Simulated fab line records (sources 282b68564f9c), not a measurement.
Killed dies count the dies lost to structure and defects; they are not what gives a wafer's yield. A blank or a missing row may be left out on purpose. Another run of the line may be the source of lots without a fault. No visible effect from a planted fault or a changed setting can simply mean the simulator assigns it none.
A struck lot beside a sound one + flow rit-cmos + 17 out of 202 route steps
Sound: wafers L329.3, L329.5, L329.6. Struck: wafers L342.4, L342.5, L342.6. At the end, the cause is stated.
For every step that has rows: the tool of each side, followed by ch and its chambers, followed by its first start. Under that, the readings that differ: sound wafers + struck wafers + difference of the means + sigmas: that difference in standard deviations of wafers without a fault.
alike: readings whose means differ by less than 2 such deviations, and words and numbers that are the same on both sides. not compared: withheld readings, readings that some wafer has no value for, bounds like >300 that may hide the same value, and numbers for which the record gives no deviation and whose values overlap.
Wherever a step has rows on one side only, a row that says differs or no value, or a row with sigmas, the two part there. Numbers that have no deviation but don't overlap get no sigmas and don't part them. A reading that every wafer of one side lacks parts them only if that side has two wafers or more.

first, 2 steps without rows for these wafers: RIT_NRETRO_HARDBAKE_07 (time 120 s); RIT_NRETRO_IMPLANT_08.
RIT_NRETRO_STRIP_09: strips in O2, time 180 s.
  sound on plasma-asher-01 ch 0,1, day 2 08:35; struck on plasma-asher-02 ch 0,1, day 4 23:14
  alike: drypump-motor-current-A
  not compared: rf-hours-counter-h
RIT_NRETRO_TW_MEAS_10:
  struck on film-metro-01, day 4 23:23; sound on film-metro-01, day 2 08:43
  alike: NRETRO_TW
then, 6 steps without rows for these wafers: RIT_PRETRO_HMDS_00 (prime time 60 s); RIT_PRETRO_COAT_01 (resist thk 1300 nm); RIT_PRETRO_SOFTBAKE_02 (time 60 s); RIT_PRETRO_EXPOSE_03 (exposes mask M5, target cd 43700 nm); RIT_PRETRO_PEB_04; RIT_PRETRO_DEVELOP_05 (develop time 68 s).
RIT_PRETRO_OVL_MEAS_06:
  struck on overlay-01, day 5 00:26; sound on overlay-01, day 2 09:39
  alike: PRETRO_OVL
then, 1 step without rows for these wafers: RIT_PRETRO_HARDBAKE_07 (time 120 s).
RIT_PRETRO_IMPLANT_08:
  sound on implanter-03 ch 0, day 2 09:58; struck on implanter-03 ch 0, day 5 00:59
| reading            | sound                            | struck                        | difference | sigmas      |
|--------------------|----------------------------------|-------------------------------|------------|-------------|
| dose-ions-cm2      | 1.2013e+13 1.2016e+13 1.2011e+13 | 7.729e+12 7.745e+12 7.732e+12 | -4.278e+12 | -99 or more |
| faraday-current-uA | 38.3 38.1 37.4                   | 23.9 24.0 25.3                | -13.5      | -18         |
  alike: end-station-pressure-torr
RIT_PRETRO_STRIP_09: strips in O2, time 180 s.
  sound on plasma-asher-01 ch 0,1, day 2 10:08; struck on plasma-asher-02 ch 0,1, day 5 01:07
  alike: drypump-motor-current-A
  not compared: rf-hours-counter-h
RIT_PRETRO_TW_MEAS_10:
  struck on film-metro-02, day 5 01:16; sound on film-metro-04, day 2 10:16
| reading   | sound       | struck      | difference | sigmas |
|-----------|-------------|-------------|------------|--------|
| PRETRO_TW | 481 480 481 | 410 413 411 | -69        | -20    |
then, 1 step without rows for these wafers: RIT_GATE_WET_ETCH_00 (etches SiO2 in BOE, target depth 56 nm, time 60 s).
RIT_M1_PROBE_99:
  struck on prober-01, day 6 05:14; sound on prober-02, day 3 14:04
| reading                                    | sound                | struck               | difference | sigmas |
|--------------------------------------------|----------------------|----------------------|------------|--------|
| model.etest.nmos_0p3.r-on-ohm-um           | 2218 2170 2165       | 1925 1963 1979       | -229       |        |
| model.etest.nmos_0p15.r-on-ohm-um          | 1183 1125 1121       | 1002 1029 1022       | -125       |        |
| model.etest.nmos-turned.drive-ua-um        | 321.4 333.2 335.3    | 412 421.1 405        | +83        |        |
| model.etest.nmos_0p15.drive-ua-um          | 471.3 474 472.7      | 558.5 555 545.6      | +80.4      |        |
| model.etest.nmos_0p3.drive-ua-um           | 223.8 225.6 222.4    | 267.1 269.4 263.8    | +42.8      |        |
| model.etest.nmos-narrow.drive-ua-um        | 225.5 229.1 230.5    | 265.1 273.2 264.8    | +39.3      |        |
| model.etest.nmos_0p15.off-log10-a-um       | -9.716 -9.989 -10.04 | -8.302 -8.107 -8.174 | +1.721     |        |
| model.etest.retro-edge-nmos.off-log10-a-um | -9.635 -9.739 -9.889 | -8.202 -8.037 -8.094 | +1.643     |        |
  alike: killed-at-contacts, killed-at-front-end, killed-dies, killed-open, killed-short

WHERE THEY PART
First at RIT_PRETRO_IMPLANT_08; last, within this record, at RIT_PRETRO_TW_MEAS_10. Later steps at which nothing parts them and some readings are alike: RIT_M1_PROBE_99.

WHY: whatever the simulator had introduced
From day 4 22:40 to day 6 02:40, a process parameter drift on implanter-03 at RIT_PRETRO_IMPLANT_08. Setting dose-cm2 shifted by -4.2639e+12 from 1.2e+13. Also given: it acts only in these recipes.
